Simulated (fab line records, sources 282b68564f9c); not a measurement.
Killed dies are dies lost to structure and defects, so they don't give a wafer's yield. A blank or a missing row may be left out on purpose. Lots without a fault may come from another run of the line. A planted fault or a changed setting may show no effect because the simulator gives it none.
Tool commonality check | flow rit_cmos | 14 lots, 42 wafers sampled

WHY IT WAS OPENED
At RIT_NSD_TW_MEAS_10 the reading NSD_TW is flagged on 2 of 14 lots. Wafers without a fault read 3120, standard deviation 19.
Rule: a lot is flagged when every wafer of it that has a number lies more than 4 standard deviations from that mean, or none has a number. The other lots count as sound.

lot  | measured    | on            | NSD_TW, wafer by wafer | flag
L339 | day 3 00:17 | film_metro-02 | 3093 3102 3104         |
L341 | day 3 10:10 | film_metro-01 | 3110 3113 3110         |
L343 | day 3 19:32 | film_metro-02 | 3115 3106 3094         |
L345 | day 4 05:33 | film_metro-02 | 3099 3105 3081         |
L346 | day 4 09:57 | film_metro-01 | 3143 3143 3151         |
L347 | day 4 15:53 | film_metro-03 | 3138 3137 3147         |
L349 | day 5 01:34 | film_metro-02 | 3100 3091 3086         |
L350 | day 5 07:02 | film_metro-03 | 3423 3437 3450         | FLAGGED
L351 | day 5 13:35 | film_metro-01 | 3118 3111 3118         |
L352 | day 5 22:59 | film_metro-01 | 3118 3108 3125         |
L354 | day 6 01:26 | film_metro-01 | 3430 3459 3424         | FLAGGED
L358 | day 6 22:04 | film_metro-01 | 3123 3122 3121         |
L360 | day 7 07:49 | film_metro-01 | 3114 3120 3135         |
L361 | day 7 13:49 | film_metro-01 | 3127 3132 3121         |
The numbers of the flagged lots are 3437 on average: +317 against the usual, or +17 standard deviations.

WHICH TOOL RAN EACH LOT
The record holds 1 process step before the reading, out of a route of 202 steps. In each cell: the tool, then ch and the chambers that the sampled wafers went through, then the start.
lot  | flag    | RIT_NSD_IMPLANT_08
L339 |         | implanter-04 ch 0, day 2 23:59
L341 |         | implanter-01 ch 0, day 3 09:52
L343 |         | implanter-02 ch 0, day 3 19:12
L345 |         | implanter-04 ch 0, day 4 05:16
L346 |         | implanter-01 ch 0, day 4 09:38
L347 |         | implanter-02 ch 0, day 4 15:34
L349 |         | implanter-02 ch 0, day 5 01:14
L350 | FLAGGED | implanter-02 ch 0, day 5 06:44
L351 |         | implanter-04 ch 0, day 5 13:16
L352 |         | implanter-01 ch 0, day 5 22:40
L354 | FLAGGED | implanter-02 ch 0, day 6 01:07
L358 |         | implanter-01 ch 0, day 6 21:47
L360 |         | implanter-04 ch 0, day 7 07:29
L361 |         | implanter-01 ch 0, day 7 13:29
What these steps do:
- RIT_NSD_IMPLANT_08
- RIT_NSD_TW_MEAS_10

FLAGGED OVER TOTAL, TOOL BY TOOL (the gauges that took the reading come last)
step               | tool          | lots run | flagged | share of the flagged lots | sound lots run after its first flagged lot
RIT_NSD_IMPLANT_08 | implanter-01  | 5        | 0       | none                      | -
RIT_NSD_IMPLANT_08 | implanter-02  | 5        | 2       | all                       | 0
RIT_NSD_IMPLANT_08 | implanter-04  | 4        | 0       | none                      | -
RIT_NSD_TW_MEAS_10 | film_metro-01 | 8        | 1       | some                      | 3 (L358,L360,L361)
RIT_NSD_TW_MEAS_10 | film_metro-02 | 4        | 0       | none                      | -
RIT_NSD_TW_MEAS_10 | film_metro-03 | 2        | 1       | some                      | 0

WHAT THE TABLE ALLOWS
1 row of the table ran every flagged lot: implanter-02 at RIT_NSD_IMPLANT_08.
- implanter-02 at RIT_NSD_IMPLANT_08: 2 of its 5 lots flagged. Its last sound lot is L349 (day 5 01:14), its first flagged lot L350 (day 5 06:44): a fault that began between those two fits. Its own readings lie more than 4 standard deviations out on every wafer of the flagged lots: dose_ions_cm2, faraday_current_uA.
One tool is left: implanter-02 at RIT_NSD_IMPLANT_08.

WHAT THE SIMULATOR HAD PUT IN
Process parameter drift: implanter-02, from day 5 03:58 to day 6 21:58, at RIT_NSD_IMPLANT_08. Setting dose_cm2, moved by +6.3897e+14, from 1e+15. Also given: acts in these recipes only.
Lots struck among those shown: L350, L354. The rule above found the same.
